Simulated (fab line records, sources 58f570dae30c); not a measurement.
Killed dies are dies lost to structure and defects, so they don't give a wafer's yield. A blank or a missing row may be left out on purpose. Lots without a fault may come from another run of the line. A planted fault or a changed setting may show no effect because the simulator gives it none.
Which tool did it? | flow berkeley_cmos170 | 14 lots, 42 wafers sampled, at 7 steps of a route of 331

WHAT THE GAUGES READ, wafer by wafer
UCB170_M3_RS_MEAS_02: measures by four-point-probe.
lot  | measured     | on            | M3_AL_RS (ohm/sq)
L812 | day 8 00:29  | film_metro-04 | 0.03229 0.03243 0.03219
L810 | day 8 00:10  | film_metro-04 | 0.03282 0.03265 0.03255
L809 | day 8 00:17  | film_metro-01 | 0.03175 0.03174 0.03192
L811 | day 8 03:05  | film_metro-02 | 0.05433 0.05345 0.05375
L813 | day 8 15:52  | film_metro-01 | 0.05323 0.05431 0.05433
L819 | day 9 15:42  | film_metro-04 | 0.03165 0.0321 0.03174
L824 | day 10 17:25 | film_metro-01 | 0.03211 0.03185 0.03183
L822 | day 11 01:39 | film_metro-02 | 0.03214 0.03215 0.03201
L825 | day 11 02:29 | film_metro-01 | 0.03199 0.03202 0.03193
L827 | day 11 01:56 | film_metro-01 | 0.03203 0.03259 0.03256
L826 | day 11 07:44 | film_metro-02 | 0.03202 0.03215 0.03225
L830 | day 11 21:51 | film_metro-02 | 0.03273 0.03209 0.03245
L829 | day 11 21:28 | film_metro-04 | 0.03192 0.03175 0.03186
L832 | day 12 10:11 | film_metro-01 | 0.03189 0.03215 0.0318

UCB170_M3_THK_MEAS_03: measures by xrf.
lot  | measured     | on            | M3_AL_THK (nm)
L812 | day 8 00:36  | film_metro-04 | 885 887 890
L810 | day 8 00:17  | film_metro-04 | 878 884 881
L809 | day 8 00:24  | film_metro-01 | 909 913 907
L811 | day 8 03:10  | film_metro-02 | 538 546 543
L813 | day 8 15:58  | film_metro-01 | 548 538 538
L819 | day 9 15:49  | film_metro-04 | 901 886 897
L824 | day 10 17:32 | film_metro-01 | 904 911 913
L822 | day 11 01:46 | film_metro-02 | 907 904 911
L825 | day 11 02:35 | film_metro-01 | 904 904 911
L827 | day 11 02:03 | film_metro-01 | 911 896 894
L826 | day 11 07:52 | film_metro-02 | 907 905 910
L830 | day 11 21:56 | film_metro-02 | 890 910 900
L829 | day 11 21:35 | film_metro-04 | 899 906 903
L832 | day 12 10:18 | film_metro-01 | 914 904 911

UCB170_M3_BOW_MEAS_20.
lot  | measured     | on            | M3_BOW (um)
L812 | day 8 03:44  | film_metro-04 | 47 38 39
L810 | day 8 03:25  | film_metro-04 | 35 37 30
L809 | day 8 03:34  | film_metro-02 | 26 30 37
L811 | day 8 05:34  | film_metro-04 | 36 40 25
L813 | day 8 18:21  | film_metro-02 | 26 34 12
L819 | day 9 19:18  | film_metro-04 | 31 32 29
L824 | day 10 22:37 | film_metro-01 | 38 39 34
L822 | day 11 04:55 | film_metro-01 | 34 35 52
L825 | day 11 05:23 | film_metro-02 | 35 38 32
L827 | day 11 05:00 | film_metro-02 | 50 49 26
L826 | day 11 10:05 | film_metro-02 | 42 42 25
L830 | day 12 01:17 | film_metro-02 | 46 36 33
L829 | day 12 00:28 | film_metro-02 | 30 43 40
L832 | day 12 13:04 | film_metro-01 | 45 36 31

WHICH TOOL RAN EACH LOT (tool, then ch and the chambers of the sampled wafers, then the start)
lot  | UCB170_SILICIDE_SPUTTER_01   | UCB170_V1_STRIP_15                   | UCB170_M3_SPUTTER_01         | UCB170_M3_METAL_ETCH_18
L812 | pvd_sputter-03, day 7 02:02  | plasma_asher-04 ch 0,1, day 7 16:57  | pvd_sputter-02, day 8 00:23  | rie_metal-02 ch 0,1, day 8 03:19
L810 | pvd_sputter-02, day 7 02:11  | plasma_asher-02 ch 0,1, day 7 16:21  | pvd_sputter-02, day 8 00:04  | rie_metal-04 ch 0,1, day 8 03:00
L809 | pvd_sputter-04, day 7 02:31  | plasma_asher-02 ch 0, day 7 16:43    | pvd_sputter-01, day 8 00:11  | rie_metal-01 ch 0,1, day 8 03:10
L811 | pvd_sputter-02, day 7 03:15  | plasma_asher-04 ch 0,1, day 7 19:43  | pvd_sputter-02, day 8 02:56  | rie_metal-01 ch 0,1, day 8 05:09
L813 | pvd_sputter-02, day 7 15:06  | plasma_asher-04 ch 0,1, day 8 10:34  | pvd_sputter-02, day 8 15:46  | rie_metal-01 ch 0,1, day 8 17:55
L819 | pvd_sputter-02, day 8 19:11  | plasma_asher-02 ch 0,1, day 9 10:31  | pvd_sputter-03, day 9 15:35  | rie_metal-02 ch 0,1, day 9 18:52
L824 | pvd_sputter-03, day 9 23:19  | plasma_asher-03 ch 0,1, day 10 11:35 | pvd_sputter-03, day 10 17:20 | rie_metal-01 ch 0,1, day 10 22:13
L822 | pvd_sputter-04, day 9 23:29  | plasma_asher-02 ch 0,1, day 10 18:51 | pvd_sputter-02, day 11 01:34 | rie_metal-02 ch 0,1, day 11 04:30
L825 | pvd_sputter-02, day 9 23:44  | plasma_asher-02 ch 0,1, day 10 19:22 | pvd_sputter-02, day 11 02:22 | rie_metal-02 ch 0,1, day 11 05:01
L827 | pvd_sputter-04, day 10 01:51 | plasma_asher-03 ch 0,1, day 10 18:56 | pvd_sputter-01, day 11 01:50 | rie_metal-04 ch 0,1, day 11 04:35
L826 | pvd_sputter-02, day 10 11:07 | plasma_asher-04 ch 0,1, day 11 02:13 | pvd_sputter-02, day 11 07:40 | rie_metal-01 ch 0,1, day 11 09:41
L830 | pvd_sputter-03, day 11 01:10 | plasma_asher-03 ch 0,1, day 11 16:14 | pvd_sputter-01, day 11 21:42 | rie_metal-02 ch 0,1, day 12 00:53
L829 | pvd_sputter-04, day 11 02:22 | plasma_asher-04 ch 0,1, day 11 15:58 | pvd_sputter-02, day 11 21:23 | rie_metal-01 ch 1, day 11 23:58
L832 | pvd_sputter-04, day 11 15:11 | plasma_asher-04 ch 0,1, day 12 03:37 | pvd_sputter-02, day 12 10:06 | rie_metal-04 ch 0,1, day 12 12:40
- UCB170_SILICIDE_SPUTTER_01: material Ti, target thk 30 nm, time 25 s.
- UCB170_V1_STRIP_15: strips in O2.
- UCB170_M3_SPUTTER_01: material Al, target thk 900 nm, time 120 s.
- UCB170_M3_METAL_ETCH_18: etches Al in Cl2/BCl3, stops on SiO2, target depth 1170 nm, time 195 s.

WHAT THE TOOLS THEMSELVES READ (means of the sampled wafers that have a number; where no wafer has one, the mark that the record gives instead)
UCB170_SILICIDE_SPUTTER_01.
lot  | tool           | throttle_valve_pct (%)
L812 | pvd_sputter-03 | 30.0
L810 | pvd_sputter-02 | 30.2
L809 | pvd_sputter-04 | 30.4
L811 | pvd_sputter-02 | 30.2
L813 | pvd_sputter-02 | 30.0
L819 | pvd_sputter-02 | 30.2
L824 | pvd_sputter-03 | 30.1
L822 | pvd_sputter-04 | 30.2
L825 | pvd_sputter-02 | 30.2
L827 | pvd_sputter-04 | 30.1
L826 | pvd_sputter-02 | 29.9
L830 | pvd_sputter-03 | 29.6
L829 | pvd_sputter-04 | 31.1
L832 | pvd_sputter-04 | 29.2

UCB170_V1_STRIP_15.
lot  | tool            | chamber_pressure_mTorr (mTorr) | drypump_motor_current_A (A) | oes_product_au (a.u.) | strip_time_to_endpoint_s (s)
L812 | plasma_asher-04 | 3497                           | 5.5                         | 0.722                 | 15.47
L810 | plasma_asher-02 | 3499                           | 5.6                         | 0.717                 | 15.37
L809 | plasma_asher-02 | 3502                           | 5.7                         | 0.722                 | 15.38
L811 | plasma_asher-04 | 3501                           | 5.2                         | 0.723                 | 15.40
L813 | plasma_asher-04 | 3497                           | 5.2                         | 0.722                 | 15.43
L819 | plasma_asher-02 | 3499                           | 5.7                         | 0.723                 | 15.27
L824 | plasma_asher-03 | 3502                           | 5.4                         | 0.724                 | 15.41
L822 | plasma_asher-02 | 3500                           | 5.7                         | 0.719                 | 15.18
L825 | plasma_asher-02 | 3498                           | 5.7                         | 0.722                 | 15.23
L827 | plasma_asher-03 | 3499                           | 5.2                         | 0.722                 | 15.41
L826 | plasma_asher-04 | 3500                           | 5.1                         | 0.724                 | 15.38
L830 | plasma_asher-03 | 3496                           | 5.2                         | 0.721                 | 15.46
L829 | plasma_asher-04 | 3503                           | 5.2                         | 0.725                 | 15.38
L832 | plasma_asher-04 | 3498                           | 5.2                         | 0.719                 | 15.37

UCB170_M3_SPUTTER_01.
lot  | tool           | throttle_valve_pct (%)
L812 | pvd_sputter-02 | 30.1
L810 | pvd_sputter-02 | 30.1
L809 | pvd_sputter-01 | 29.4
L811 | pvd_sputter-02 | 30.1
L813 | pvd_sputter-02 | 30.2
L819 | pvd_sputter-03 | 30.0
L824 | pvd_sputter-03 | 29.6
L822 | pvd_sputter-02 | 30.4
L825 | pvd_sputter-02 | 30.3
L827 | pvd_sputter-01 | 29.4
L826 | pvd_sputter-02 | 30.0
L830 | pvd_sputter-01 | 29.1
L829 | pvd_sputter-02 | 30.0
L832 | pvd_sputter-02 | 30.3

UCB170_M3_METAL_ETCH_18.
lot  | tool         | chamber_pressure_mTorr (mTorr) | drypump_motor_current_A (A) | oes_product_au (a.u.) | rf_fwd_power_W (W) | throttle_valve_pct (%)
L812 | rie_metal-02 | 11.996                         | 5.94                        | 0.852                 | 598.8              | 24.72
L810 | rie_metal-04 | 11.985                         | 5.90                        | 0.850                 | 600.1              | 25.05
L809 | rie_metal-01 | 11.999                         | 5.95                        | 0.858                 | 598.0              | 24.33
L811 | rie_metal-01 | 11.991                         | 6.11                        | 0.663                 | 597.7              | 24.50
L813 | rie_metal-01 | 11.991                         | 6.14                        | 0.665                 | 596.4              | 24.50
L819 | rie_metal-02 | 12.004                         | 5.95                        | 0.862                 | 596.5              | 24.71
L824 | rie_metal-01 | 11.993                         | 6.13                        | 0.855                 | 599.3              | 24.40
L822 | rie_metal-02 | 12.002                         | 6.12                        | 0.853                 | 598.9              | 24.72
L825 | rie_metal-02 | 11.993                         | 6.10                        | 0.859                 | 598.5              | 24.71
L827 | rie_metal-04 | 11.989                         | 6.06                        | 0.849                 | 596.8              | 25.02
L826 | rie_metal-01 | 11.994                         | 6.14                        | 0.857                 | 598.2              | 24.40
L830 | rie_metal-02 | 12.021                         | 5.95                        | 0.855                 | 598.5              | 24.72
L829 | rie_metal-01 | 12.013                         | 6.31                        | 0.860                 | 600.6              | 24.47
L832 | rie_metal-04 | 11.988                         | 5.94                        | 0.858                 | 597.4              | 25.04

THE ANSWER, worked out from the rows above alone
Rule: what is usual is taken from the lots themselves. Put in order of their means at a reading, lots are off if they are a third of the lots or fewer, leave a main group of 4 or more, and stand apart from it by a gap of 3 or more times the standard deviation of the main group's means; of several such gaps the widest counts. A main group whose means are all the same, to the digits that the tables above print for the reading, isn't used. A lot without any number at a reading at which 4 lots or more have one is off too. The other lots that the step has rows for count as sound. The gauges are gone through in route order, then the tools' own readings, and for those a lot's mean is taken as printed above. The first step at which some lot is off is used, and at that step the reading that is off furthest; a lot without a number counts as furthest.
Off: L811, L813, at UCB170_M3_RS_MEAS_02 (M3_AL_RS). The main group: mean 0.03211 ohm/sq, standard deviation 0.00027.
A tool fits if, at a process step before that reading, it ran every lot that is off, and no sound lot after the first of them. The gauges at UCB170_M3_RS_MEAS_02 aren't tried: what is off there is off at UCB170_M3_METAL_ETCH_18 too, on other tools, and a gauge's error can't cause that. None of those tried fits.

WHAT THE SIMULATOR HAD PUT IN
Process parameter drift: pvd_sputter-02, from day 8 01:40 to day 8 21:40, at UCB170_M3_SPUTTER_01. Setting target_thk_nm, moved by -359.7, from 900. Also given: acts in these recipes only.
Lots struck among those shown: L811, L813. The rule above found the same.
